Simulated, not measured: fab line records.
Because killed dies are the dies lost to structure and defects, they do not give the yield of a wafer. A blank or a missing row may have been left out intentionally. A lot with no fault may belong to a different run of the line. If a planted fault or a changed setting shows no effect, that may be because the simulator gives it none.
Which tool is to blame? | flow berkeley-cmos170 | Sampling: 14 lots, 42 wafers, 5 of 331 route steps

WHAT EACH GAUGE READ, for each wafer
UCB170_M2_CD_MEAS_15: the cd target is 700 nm.
lot  | measured     | on        | cd-nm (nm)
L706 | day 7 01:01  | cd-sem-01 | 699.2 701.3 698.9
L707 | day 7 04:00  | cd-sem-02 | 699.1 698.2 698.1
L709 | day 8 01:29  | cd-sem-02 | 698.9 699.0 697.3
L710 | day 8 01:01  | cd-sem-01 | 699.6 699.6 699.6
L708 | day 8 01:36  | cd-sem-02 | 699.5 701.0 700.1
L713 | day 8 06:28  | cd-sem-01 | 700.1 700.9 701.0
L716 | day 9 07:34  | cd-sem-02 | 700.8 699.2 699.6
L718 | day 9 21:57  | cd-sem-02 | 699.4 698.1 698.5
L720 | day 10 08:26 | cd-sem-02 | 698.8 697.1 698.5
L721 | day 10 09:14 | cd-sem-02 | 698.5 697.4 697.1
L722 | day 10 13:12 | cd-sem-01 | 698.1 699.2 698.8
L727 | day 11 12:09 | cd-sem-02 | 698.2 698.8 698.0
L728 | day 12 06:16 | cd-sem-02 | 698.7 699.7 698.5
L729 | day 12 05:59 | cd-sem-01 | 700.1 699.0 698.8

UCB170_V2_THK_MEAS_01.
lot  | measured     | on            | V2_TEOS_THK (nm)
L706 | day 7 01:51  | film-metro-04 | 1975 2027 1981
L707 | day 7 04:44  | film-metro-04 | 1976 2006 1989
L709 | day 8 02:14  | film-metro-01 | 1981 1977 2024
L710 | day 8 01:47  | film-metro-04 | 1968 2006 1987
L708 | day 8 02:22  | film-metro-01 | 1990 1953 1986
L713 | day 8 07:14  | film-metro-01 | 969 970 989
L716 | day 9 08:20  | film-metro-01 | 929 959 911
L718 | day 9 22:48  | film-metro-02 | 2018 1992 2038
L720 | day 10 09:11 | film-metro-02 | 1989 2015 2025
L721 | day 10 09:59 | film-metro-02 | 1976 1996 2009
L722 | day 10 13:57 | film-metro-02 | 1974 2010 2028
L727 | day 11 12:55 | film-metro-04 | 1987 1985 1999
L728 | day 12 07:01 | film-metro-01 | 1980 2016 2014
L729 | day 12 06:45 | film-metro-02 | 1973 1980 2025

WHAT TOOL EACH LOT RAN ON (gives the tool, then ch and the chambers of the sampled wafers, and finally the start)
lot  | UCB170_CONTACT_STRIP_19              | UCB170_V1_CMP_02              | UCB170_V2_CVD_00
L706 | plasma-asher-03 ch 0,1, day 6 13:41  | cmp-01 ch 0,1,2, day 6 19:13  | pecvd-02 ch 0,1,2, day 7 01:41
L707 | plasma-asher-03 ch 0,1, day 6 16:59  | cmp-01 ch 0,1,3, day 6 21:43  | pecvd-01 ch 0,1,2, day 7 04:34
L709 | plasma-asher-02 ch 0,1, day 7 12:03  | cmp-01 ch 0,1,3, day 7 19:50  | pecvd-01 ch 1,2, day 8 02:05
L710 | plasma-asher-03 ch 0,1, day 7 13:07  | cmp-01 ch 0,1,2, day 7 19:32  | pecvd-02 ch 0,1,2, day 8 01:38
L708 | plasma-asher-02 ch 0, day 7 13:23    | cmp-01 ch 1,2,3, day 7 20:11  | pecvd-03 ch 0,1,2, day 8 02:13
L713 | plasma-asher-02 ch 0,1, day 7 18:14  | cmp-02 ch 1,2,3, day 8 00:49  | pecvd-01 ch 0,1,2, day 8 07:04
L716 | plasma-asher-01 ch 0,1, day 8 19:29  | cmp-01 ch 1,2, day 9 03:16    | pecvd-01 ch 0,1, day 9 08:11
L718 | plasma-asher-02 ch 0,1, day 9 09:29  | cmp-02 ch 1,3, day 9 17:52    | pecvd-03 ch 0,1, day 9 22:38
L720 | plasma-asher-03 ch 0,1, day 9 17:11  | cmp-02 ch 1,2,3, day 10 01:13 | pecvd-03 ch 0,1,2, day 10 09:01
L721 | plasma-asher-03 ch 0,1, day 9 19:05  | cmp-01 ch 1,2,3, day 10 01:10 | pecvd-02 ch 0,1,2, day 10 09:49
L722 | plasma-asher-01 ch 0,1, day 10 02:47 | cmp-02 ch 0,1,2, day 10 09:01 | pecvd-03 ch 0,2, day 10 13:47
L727 | plasma-asher-03 ch 0,1, day 11 00:59 | cmp-02 ch 0,1,2, day 11 06:05 | pecvd-02 ch 0,2, day 11 12:46
L728 | plasma-asher-02 ch 0,1, day 11 16:42 | cmp-02 ch 0,2, day 11 23:56   | pecvd-02 ch 0,1, day 12 06:52
L729 | plasma-asher-01 ch 0,1, day 11 17:05 | cmp-01 ch 0,2,3, day 11 23:54 | pecvd-01 ch 0,1,2, day 12 06:36
- UCB170_CONTACT_STRIP_19: strips in O2.
- UCB170_V1_CMP_02: polishes SiO2.
- UCB170_V2_CVD_00: deposits SiO2 from TEOS/O2, target thk 2000 nm, time 250 s.

AS READ BY THE TOOLS THEMSELVES (means over the sampled wafers that have a number; for cases with no such wafer, the mark the record gives instead)
UCB170_CONTACT_STRIP_19.
lot  | tool            | chamber-pressure-mTorr (mTorr) | drypump-motor-current-A (A) | oes-product-au (a.u.)
L706 | plasma-asher-03 | 3497                           | 6.2                         | 0.724
L707 | plasma-asher-03 | 3502                           | 6.2                         | 0.727
L709 | plasma-asher-02 | 3499                           | 5.7                         | 0.723
L710 | plasma-asher-03 | 3499                           | 6.2                         | 0.723
L708 | plasma-asher-02 | 3500                           | 6.0                         | 0.726
L713 | plasma-asher-02 | 3505                           | 5.7                         | 0.725
L716 | plasma-asher-01 | 3501                           | 5.3                         | 0.726
L718 | plasma-asher-02 | 3504                           | 5.9                         | 0.724
L720 | plasma-asher-03 | 3502                           | 5.7                         | 0.725
L721 | plasma-asher-03 | 3498                           | 6.2                         | 0.727
L722 | plasma-asher-01 | 3502                           | 5.3                         | 0.724
L727 | plasma-asher-03 | 3498                           | 5.6                         | 0.726
L728 | plasma-asher-02 | 3498                           | 5.7                         | 0.730
L729 | plasma-asher-01 | 3499                           | 5.3                         | 0.724

UCB170_V1_CMP_02.
lot  | tool   | motor-current-A (A)
L706 | cmp-01 | 13.8
L707 | cmp-01 | 15.4
L709 | cmp-01 | 15.5
L710 | cmp-01 | 13.7
L708 | cmp-01 | 14.1
L713 | cmp-02 | 15.5
L716 | cmp-01 | 12.6
L718 | cmp-02 | 14.8
L720 | cmp-02 | 14.9
L721 | cmp-01 | 14.1
L722 | cmp-02 | 15.7
L727 | cmp-02 | 15.6
L728 | cmp-02 | 16.0
L729 | cmp-01 | 15.9

UCB170_V2_CVD_00.
lot  | tool     | heater-power-w (W)
L706 | pecvd-02 | 245
L707 | pecvd-01 | 294
L709 | pecvd-01 | 295
L710 | pecvd-02 | 242
L708 | pecvd-03 | 233
L713 | pecvd-01 | 239
L716 | pecvd-01 | 271
L718 | pecvd-03 | 257
L720 | pecvd-03 | 227
L721 | pecvd-02 | 268
L722 | pecvd-03 | 199
L727 | pecvd-02 | 258
L728 | pecvd-02 | 241
L729 | pecvd-01 | 243

THE ANSWER, worked out from the rows above alone
Rule: the lots themselves supply what counts as usual. The widest of any qualifying gaps counts: lots, ordered by their means at a reading, are off when they make up no more than a third of the lots, leave a main group of 4 or more, and stand apart from it by 3 or more times the standard deviation of that group's means. If all means in a main group match to the digits the tables above print for the reading, that group is not used. A lot without any number at a reading at which 4 lots or more have one is off too. Any other lot the step has rows for is counted as sound. After the gauges, taken in route order, come the tools' own readings; for these a lot's mean is taken, as printed above. At the first step where some lot is off, the reading lying furthest off is the one used; lots without a number count as furthest.
Off: L713, L716, seen at UCB170_V2_THK_MEAS_01 (V2_TEOS_THK). Main group: mean 1996 nm, sd 10.
A tool fits if, at a process step before that reading, it ran every lot that is off, and no sound lot after the first of them. Gauges at UCB170_V2_THK_MEAS_01: tried the same way as those tools. None of those tried fits.

WHAT THE SIMULATOR HAD INSERTED
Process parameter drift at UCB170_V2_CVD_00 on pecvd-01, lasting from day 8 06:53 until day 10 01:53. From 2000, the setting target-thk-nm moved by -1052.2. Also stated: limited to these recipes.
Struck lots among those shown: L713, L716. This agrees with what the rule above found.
